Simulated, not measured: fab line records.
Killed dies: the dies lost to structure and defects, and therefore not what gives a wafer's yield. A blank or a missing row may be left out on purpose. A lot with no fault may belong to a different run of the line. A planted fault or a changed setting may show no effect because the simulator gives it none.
Which of the tools did it? + flow rit-cmos + 15 lots, 45 wafers sampled, at 2 steps of a route of 202

WHAT EACH GAUGE READ, for each wafer
RIT_NSD_OVL_MEAS_06.
| lot  | measured    | on         | NSD_OVL (nm)      |
|------|-------------|------------|-------------------|
| L503 | day 3 11:29 | overlay-02 | -3.5 -3.9 -3.4    |
| L504 | day 3 17:58 | overlay-02 | -1.5 -0.8 -1.2    |
| L505 | day 3 23:10 | overlay-02 | -2.0 0.1 -2.6     |
| L506 | day 4 02:22 | overlay-02 | -0.8 0.0 0.3      |
| L508 | day 4 10:44 | overlay-02 | -1.3 -1.2 2.1     |
| L509 | day 4 13:44 | overlay-01 | -1.1 -2.6 -1.5    |
| L510 | day 4 19:31 | overlay-02 | -0.5 0.7 -0.8     |
| L511 | day 5 02:07 | overlay-01 | -0.6 -1.7 -0.5    |
| L512 | day 5 07:25 | overlay-02 | 418.2 419.7 418.2 |
| L514 | day 5 15:26 | overlay-01 | 416.5 417.2 417.7 |
| L516 | day 5 22:44 | overlay-02 | 418.7 417.8 419.2 |
| L517 | day 6 05:59 | overlay-01 | -2.2 -0.6 -0.6    |
| L520 | day 6 22:10 | overlay-02 | -0.2 -0.4 1.2     |
| L523 | day 7 11:59 | overlay-01 | -2.6 -1.2 -1.2    |
| L524 | day 7 15:43 | overlay-01 | -1.0 -3.2 -0.5    |

EACH LOT AND THE TOOL THAT RAN IT (in order: tool; ch and the chambers of the sampled wafers; start)
| lot  | RIT_NSD_EXPOSE_03                  |
|------|------------------------------------|
| L503 | iline-stepper-02 ch 0, day 3 11:07 |
| L504 | iline-stepper-01 ch 0, day 3 17:34 |
| L505 | iline-stepper-02 ch 0, day 3 22:46 |
| L506 | iline-stepper-01 ch 0, day 4 01:59 |
| L508 | iline-stepper-01 ch 0, day 4 10:20 |
| L509 | iline-stepper-02 ch 0, day 4 13:20 |
| L510 | iline-stepper-02 ch 0, day 4 19:07 |
| L511 | iline-stepper-02 ch 0, day 5 01:43 |
| L512 | iline-stepper-01 ch 0, day 5 07:01 |
| L514 | iline-stepper-01 ch 0, day 5 15:02 |
| L516 | iline-stepper-01 ch 0, day 5 22:21 |
| L517 | iline-stepper-02 ch 0, day 6 05:37 |
| L520 | iline-stepper-02 ch 0, day 6 21:46 |
| L523 | iline-stepper-02 ch 0, day 7 11:32 |
| L524 | iline-stepper-02 ch 0, day 7 15:19 |
- RIT_NSD_EXPOSE_03: exposes mask M9, target cd 40700 nm.

AS READ BY THE TOOLS THEMSELVES (means over the sampled wafers that have a number; for cases with no such wafer, the mark the record gives instead)
The record holds no such reading with a usual standard deviation.

THE ANSWER, worked out from the rows above alone
Rule: usual is defined by the lots themselves. Put in order of their means at a reading, lots are off if they are a third of the lots or fewer, leave a main group of 4 or more, and stand apart from it by a gap of 3 or more times the standard deviation of the main group's means; of several such gaps the widest counts. A main group is skipped when, at the precision printed for the reading in the tables above, its means are all equal. A lot without any number at a reading at which 4 lots or more have one is off too. Where the step has rows for the other lots, those lots are counted as sound. Order of review: gauges by route order, followed by the tools' own readings, for which a lot's mean as printed above is used. At the first step where some lot is off, the reading lying furthest off is the one used; lots without a number count as furthest.
Off: at RIT_NSD_OVL_MEAS_06 (NSD_OVL), L512, L514, L516. The main group: mean -1.1 nm, standard deviation 0.99.
If a tool, at a process step before that reading, ran all the lots that are off and no sound lot after the first of them, it fits. Those tools and the gauges at RIT_NSD_OVL_MEAS_06 are tried in the same way. One fits: iline-stepper-01 at RIT_NSD_EXPOSE_03. A fault onset in the window from L508 (day 4 10:20, its last sound lot) to L512 (day 5 07:01, its first lot off) fits.

WHAT THE SIMULATOR HAD PUT IN
Scanner matching overlay: iline-stepper-01, from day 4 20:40 on, at RIT_NSD_EXPOSE_03. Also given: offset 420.
Lots struck among those shown: L512, L514, L516. The same result came from the rule above.
